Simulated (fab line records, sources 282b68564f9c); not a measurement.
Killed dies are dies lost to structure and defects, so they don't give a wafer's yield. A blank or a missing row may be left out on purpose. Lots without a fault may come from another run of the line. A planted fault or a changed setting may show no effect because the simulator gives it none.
A struck lot beside a sound one | flow rit_cmos | 18 steps out of a route of 202
Sound: wafers L175.2, L175.4, L175.5. Struck: wafers L184.1, L184.5, L184.6. The cause comes at the end.
At each step with rows: each side's tool, then ch and its chambers, then its first start. Under that, the readings that differ: sound wafers | struck wafers | difference of the means | sigmas: that difference in standard deviations of wafers without a fault.
alike: readings whose means differ by less than 2 such deviations, and words and numbers that are the same on both sides. not compared: withheld readings, readings that some wafer has no value for, bounds like >300 that may hide the same value, and numbers for which the record gives no deviation and whose values overlap.
The two part at a step that has a row with sigmas, a row that says differs or no value, or rows on one side only. Numbers that don't overlap but have no deviation are shown without sigmas and don't part them. A reading that every wafer of one side lacks parts them only if that side has two wafers or more.

first, 4 steps without rows for these wafers: RIT_PSD_SOFTBAKE_02 (time 60 s); RIT_PSD_EXPOSE_03 (exposes mask M10, target cd 40900 nm); RIT_PSD_PEB_04; RIT_PSD_DEVELOP_05 (develop time 50 s).
RIT_PSD_OVL_MEAS_06:
  sound on overlay-01, day 3 13:01; struck on overlay-02, day 5 08:58
  reading      | sound          | struck       | difference | sigmas
  PSD_OVL (nm) | -1.8 -1.1 -2.3 | -0.1 1.8 2.3 | +3.1       | +2
then, 2 steps without rows for these wafers: RIT_PSD_HARDBAKE_07 (time 60 s); RIT_PSD_IMPLANT_08.
RIT_PSD_STRIP_09: strips in O2, time 180 s.
  sound on plasma_asher-02 ch 0,1, day 3 13:20; struck on plasma_asher-04 ch 0,1, day 5 09:19
  alike: drypump_motor_current_A, rf_refl_power_W
  not compared: rf_hours_counter_h
RIT_PSD_TW_MEAS_10:
  sound on film_metro-01, day 3 13:31; struck on film_metro-04, day 5 09:29
  reading | sound          | struck         | difference | sigmas
  PSD_TW  | 3364 3393 3389 | 3443 3435 3450 | +61        | +2
then, 3 steps without rows for these wafers: RIT_SDANNEAL_CLEAN_00 (cleans in SC1, time 600 s); RIT_SDANNEAL_CLEAN_01 (cleans in dHF, time 30 s); RIT_SDANNEAL_CLEAN_02 (cleans in SC2, time 600 s).
RIT_SDANNEAL_RTA_03: time 5 s.
  sound on rtp_anneal-01 ch 0, day 3 13:57; struck on rtp_anneal-02 ch 0, day 5 09:55
  alike: ramp_down_c_per_s, wafer_temp_C_max
RIT_SDANNEAL_RS_MEAS_04: measures by four-point-probe.
  sound on film_metro-01, day 3 14:01; struck on film_metro-02, day 5 09:58
  reading         | sound             | struck            | difference | sigmas
  PSD_RS (ohm/sq) | 115.3 115.7 115.9 | 114.0 113.7 113.7 | -1.8       | -5
RIT_SDANNEAL_RS_MEAS_05: measures by four-point-probe.
  sound on film_metro-01, day 3 14:08; struck on film_metro-02, day 5 10:05
  alike: NSD_RS
RIT_SDANNEAL_RS_MEAS_06: measures by four-point-probe.
  sound on film_metro-01, day 3 14:16; struck on film_metro-02, day 5 10:13
  reading          | sound             | struck            | difference | sigmas
  PLDD_RS (ohm/sq) | 178.0 178.4 178.9 | 176.7 176.7 176.7 | -1.7       | -3
RIT_SDANNEAL_RS_MEAS_07: measures by four-point-probe.
  sound on film_metro-01, day 3 14:23; struck on film_metro-02, day 5 10:20
  reading          | sound             | struck            | difference | sigmas
  NLDD_RS (ohm/sq) | 150.7 150.8 150.6 | 152.0 151.8 151.9 | +1.2       | +2
RIT_M1_PROBE_99:
  sound on prober-02, day 3 23:09; struck on prober-02, day 5 20:42
  reading                                    | sound                   | struck                  | difference | sigmas
  model.etest.contact_nplus.end_ohm_um       | 39.44 40.82 40.02       | 44.12 45.38 44.26       | +4.49      |
  model.etest.retro_edge_pmos.off_log10_a_um | -10.32 -10.2 -10.37     | -9.876 -10.04 -9.714    | +0.420     |
  model.etest.pmos_0p15.off_log10_a_um       | -10.33 -10.31 -10.52    | -9.997 -9.976 -9.794    | +0.464     |
  model.etest.pmos_0p15.bv_v (V)             | 5.605 5.6 5.578         | 5.694 5.679 5.677       | +0.089     |
  model.etest.vpnp.gain                      | 1.04 1.022 1.014        | 1.216 1.173 1.186       | +0.166     |
  model.etest.diode_pplus_comb.cj_ff_um2     | 2.024 2.015 2.022       | 1.982 1.973 1.981       | -0.042     |
  model.etest.pmos_0p15.vt_sat_v (V)         | -0.3036 -0.3003 -0.3052 | -0.2689 -0.2592 -0.2575 | +0.0412    |
  alike: killed_at_contacts, killed_at_front_end, killed_dies, killed_open, killed_short
  not compared: model.etest.ring.quiet_log10_a

WHERE THEY PART
First at RIT_PSD_OVL_MEAS_06; last, within this record, at RIT_SDANNEAL_RS_MEAS_07. Later steps at which nothing parts them and some readings are alike: RIT_M1_PROBE_99.

WHY: what the simulator had put in
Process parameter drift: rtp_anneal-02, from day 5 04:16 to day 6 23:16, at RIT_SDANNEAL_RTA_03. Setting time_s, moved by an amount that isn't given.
